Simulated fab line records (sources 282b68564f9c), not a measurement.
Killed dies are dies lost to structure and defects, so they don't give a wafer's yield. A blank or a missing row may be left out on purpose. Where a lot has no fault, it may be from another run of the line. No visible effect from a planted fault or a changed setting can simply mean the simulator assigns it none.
A lot that was struck, set against a sound lot + flow rit cmos + 32 out of 202 route steps
Sound: wafers L871.2, L871.3, L871.5. Wafers L866.2, L866.4, L866.6 were the ones struck. At the end, the cause is stated.
For every step that has rows: the tool of each side, followed by ch and its chambers, followed by its first start. Under that, the readings that differ: sound wafers + struck wafers + difference of the means + sigmas: that difference in standard deviations of wafers without a fault.
alike: same words and numbers on both sides, and readings whose means sit less than 2 such deviations apart. not compared: any withheld reading, any reading some wafer has no value for, any bound like >300 that may hide the same value, and any number with overlapping values for which the record gives no deviation.
The two part at a step that has a row with sigmas, a row that says differs or no value, or rows on one side only. When numbers do not overlap yet have no deviation, they are printed without sigmas and do not part them. A reading missing from all wafers of one side parts the sides only when that side holds two or more wafers.

RIT_NRETRO_TW_MEAS_10:
  struck on film metro-04, day 4 07:47; sound on film metro-04, day 5 09:04
  alike: NRETRO_TW
then, 6 steps without rows for these wafers: RIT_PRETRO_HMDS_00 (prime time 60 s); RIT_PRETRO_COAT_01 (resist thk 1300 nm); RIT_PRETRO_SOFTBAKE_02 (time 60 s); RIT_PRETRO_EXPOSE_03 (exposes mask M5, target cd 43700 nm); RIT_PRETRO_PEB_04; RIT_PRETRO_DEVELOP_05 (develop time 68 s).
RIT_PRETRO_OVL_MEAS_06:
  struck on overlay-02, day 4 09:04; sound on overlay-01, day 5 10:08
  alike: PRETRO_OVL
then, 2 steps without rows for these wafers: RIT_PRETRO_HARDBAKE_07 (time 120 s); RIT_PRETRO_IMPLANT_08.
RIT_PRETRO_STRIP_09: strips in O2, time 180 s.
  sound on plasma asher-04 ch 0,1, day 5 10:34; struck on plasma asher-01 ch 0,1, day 4 09:29
  alike: drypump motor current A
  not compared: rf hours counter h
RIT_PRETRO_TW_MEAS_10:
  struck on film metro-02, day 4 09:41; sound on film metro-02, day 5 10:44
  alike: PRETRO_TW
RIT_GATE_WET_ETCH_00: etches SiO2 in BOE, target depth 56 nm, time 60 s.
  sound on wet bench-04 ch 2, day 5 10:47; struck on wet bench-03 ch 3, day 4 09:44
  no value came back on the struck wafers for bath heat duty pct (%), run length s (s); on the sound wafers bath heat duty pct (%) reads 1.4 2.0 1.4
| reading                                       | sound             | struck            | difference | sigmas |
|-----------------------------------------------|-------------------|-------------------|------------|--------|
| model.SiO2_of_FOX2_OXIDATION_00.thk nm (nm)   | 266.2 258.7 267.3 | 318.2 319.3 314.8 | +53.4      |        |
| model.SiO2_of_ACTIVE_OXIDATION_01.thk nm (nm) | 0 0 0             | 40.77 40.84 40.96 | +40.86     |        |
then, 4 steps without rows for these wafers: RIT_GATE_CLEAN_01 (cleans in SC1, time 600 s); RIT_GATE_CLEAN_02 (cleans in dHF, time 30 s); RIT_GATE_CLEAN_03 (cleans in SC2, time 600 s); RIT_GATE_CLEAN_04 (cleans in dHF, time 60 s).
RIT_FOX2_THK_MEAS_91:
  struck on film metro-01, day 4 10:09; sound on film metro-01, day 5 11:13
| reading                     | sound       | struck      | difference | sigmas |
|-----------------------------|-------------|-------------|------------|--------|
| FIELD_OXIDE_LEFT_2_THK (nm) | 254 247 255 | 306 307 303 | +53        | +7     |
then, 9 steps without rows for these wafers: RIT_GATE_OXIDATION_05 (target thk 3 nm, ox time 270 s); RIT_GATE_ANNEAL_06 (time 600 s); RIT_GATE_CVD_08 (deposits poly-Si from SiH4, target thk 250 nm, time 2220 s); RIT_GATE_HMDS_10 (prime time 60 s); RIT_GATE_COAT_11 (resist thk 850 nm); RIT_GATE_SOFTBAKE_12 (time 60 s); RIT_GATE_EXPOSE_13 (exposes mask M6, target cd 150 nm); RIT_GATE_PEB_14; RIT_GATE_DEVELOP_15 (develop time 50 s).
RIT_GATE_CD_MEAS_16 targets a cd of 150 nm.
  struck on cd sem-01, day 4 14:16; sound on cd sem-02, day 5 15:12
| reading    | sound             | struck            | difference | sigmas |
|------------|-------------------|-------------------|------------|--------|
| cd nm (nm) | 152.4 153.1 152.4 | 147.2 148.8 147.4 | -4.8       | -2     |
RIT_GATE_OVL_MEAS_17:
  struck on overlay-02, day 4 14:22; sound on overlay-01, day 5 15:18
  alike: GATE_OVL
then, 1 step without rows for these wafers: RIT_GATE_HARDBAKE_18 (time 60 s).
RIT_GATE_ETCH_19: etches poly-Si in SF6/CHF3/O2, stops on SiO2, time 165 s, target depth 312.5 nm.
  sound on rie si-02 ch 0,1,3, day 5 15:37; struck on rie si-01 ch 0,1,2, day 4 14:43
| reading                                     | sound           | struck          | difference | sigmas |
|---------------------------------------------|-----------------|-----------------|------------|--------|
| model.SiO2_of_FOX2_OXIDATION_00.thk nm (nm) | 242.9 235.6 244 | 295.3 296 291.7 | +53.5      |        |
  alike: CHF3_flow_sccm, O2_flow_sccm, drypump motor current A, oes product au, throttle valve pct
  not compared: rf hours counter h
RIT_GATE_STRIP_20: strips in O2, time 180 s.
  sound on plasma asher-01 ch 0,1, day 5 15:43; struck on plasma asher-02 ch 0,1, day 4 14:49
  alike: drypump motor current A
  not compared: rf hours counter h

WHERE THEY PART
At RIT_GATE_WET_ETCH_00 first; at RIT_GATE_CD_MEAS_16 last (within this record only). Later steps at which nothing parts them and some readings are alike: RIT_GATE_OVL_MEAS_17, RIT_GATE_ETCH_19, RIT_GATE_STRIP_20.

WHY: the cause the simulator had injected
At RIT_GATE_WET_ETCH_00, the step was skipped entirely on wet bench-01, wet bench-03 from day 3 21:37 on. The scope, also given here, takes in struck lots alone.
